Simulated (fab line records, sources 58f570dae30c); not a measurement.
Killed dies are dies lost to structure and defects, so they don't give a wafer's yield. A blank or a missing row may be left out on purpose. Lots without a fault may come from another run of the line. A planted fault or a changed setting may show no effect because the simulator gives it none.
Which tool did it? | flow berkeley_cmos170 | 7 lots, 21 wafers sampled, at 1 step of a route of 331

WHAT THE GAUGES READ, wafer by wafer
UCB170_PLDD_TW_MEAS_11.
lot  | measured     | on            | PLDD_TW
L169 | day 8 06:52  | film_metro-01 | 1010 1017 1011
L176 | day 8 23:44  | film_metro-02 | 1016 1017 1012
L178 | day 9 08:26  | film_metro-01 | 1013 1016 1015
L180 | day 9 15:57  | film_metro-03 | 989 994 987
L185 | day 10 11:55 | film_metro-03 | 983 986 986
L187 | day 11 12:55 | film_metro-03 | 983 985 986
L190 | day 11 21:12 | film_metro-01 | 1015 1013 1015

WHICH TOOL RAN EACH LOT (tool, then ch and the chambers of the sampled wafers, then the start)
The record holds no process step before these readings.

THE ANSWER, worked out from the rows above alone
Rule: what is usual is taken from the lots themselves. Put in order of their means at a reading, lots are off if they are a third of the lots or fewer, leave a main group of 4 or more, and stand apart from it by a gap of 3 or more times the standard deviation of the main group's means; of several such gaps the widest counts. A main group whose means are all the same, to the digits that the tables above print for the reading, isn't used. A lot without any number at a reading at which 4 lots or more have one is off too. The other lots that the step has rows for count as sound.
No lot is off at any reading shown: from this, nothing can be told.

WHAT THE SIMULATOR HAD PUT IN
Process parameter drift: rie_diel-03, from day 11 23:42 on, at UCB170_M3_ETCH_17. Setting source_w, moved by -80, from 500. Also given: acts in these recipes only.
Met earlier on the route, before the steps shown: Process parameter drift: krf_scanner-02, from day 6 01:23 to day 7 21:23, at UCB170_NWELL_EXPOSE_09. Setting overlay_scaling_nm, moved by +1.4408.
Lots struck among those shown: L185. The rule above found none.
